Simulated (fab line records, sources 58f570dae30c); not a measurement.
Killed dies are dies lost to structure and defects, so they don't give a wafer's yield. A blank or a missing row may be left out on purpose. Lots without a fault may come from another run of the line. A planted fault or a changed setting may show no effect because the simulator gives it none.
Which tool did it? | flow berkeley_cmos170 | 14 lots, 42 wafers sampled, at 1 step of a route of 331

WHAT THE GAUGES READ, wafer by wafer
UCB170_NVT_OVL_MEAS_06.
lot  | measured    | on         | NVT_OVL (nm)
L300 | day 5 19:57 | overlay-01 | -1 -6 -9
L302 | day 6 10:11 | overlay-01 | 6 2 9
L301 | day 6 10:17 | overlay-02 | 1 -5 4
L304 | day 6 19:00 | overlay-01 | -2 -10 -6
L303 | day 6 19:10 | overlay-01 | -1 -8 1
L306 | day 7 09:42 | overlay-01 | 0 2 -5
L305 | day 7 09:59 | overlay-01 | 2 -3 -8
L310 | day 7 16:50 | overlay-01 | -3 -2 -1
L311 | day 8 09:05 | overlay-01 | 2 0 -4
L316 | day 8 18:11 | overlay-01 | 0 1 6
L317 | day 8 20:28 | overlay-02 | -5 -3 -10
L319 | day 9 14:05 | overlay-01 | -1 5 -4
L322 | day 9 21:57 | overlay-02 | 3 3 2
L321 | day 9 22:26 | overlay-01 | 1 0 -1

WHICH TOOL RAN EACH LOT (tool, then ch and the chambers of the sampled wafers, then the start)
The record holds no process step before these readings.

WHAT THE TOOLS THEMSELVES READ (means of the sampled wafers that have a number; where no wafer has one, the mark that the record gives instead)
The record holds no such reading with a usual standard deviation.

THE ANSWER, worked out from the rows above alone
Rule: what is usual is taken from the lots themselves. Put in order of their means at a reading, lots are off if they are a third of the lots or fewer, leave a main group of 4 or more, and stand apart from it by a gap of 3 or more times the standard deviation of the main group's means; of several such gaps the widest counts. A main group whose means are all the same, to the digits that the tables above print for the reading, isn't used. A lot without any number at a reading at which 4 lots or more have one is off too. The other lots that the step has rows for count as sound. The gauges are gone through in route order, then the tools' own readings, and for those a lot's mean is taken as printed above. The first step at which some lot is off is used, and at that step the reading that is off furthest; a lot without a number counts as furthest.
No lot is off at any reading shown: from this, nothing can be told.

WHAT THE SIMULATOR HAD PUT IN
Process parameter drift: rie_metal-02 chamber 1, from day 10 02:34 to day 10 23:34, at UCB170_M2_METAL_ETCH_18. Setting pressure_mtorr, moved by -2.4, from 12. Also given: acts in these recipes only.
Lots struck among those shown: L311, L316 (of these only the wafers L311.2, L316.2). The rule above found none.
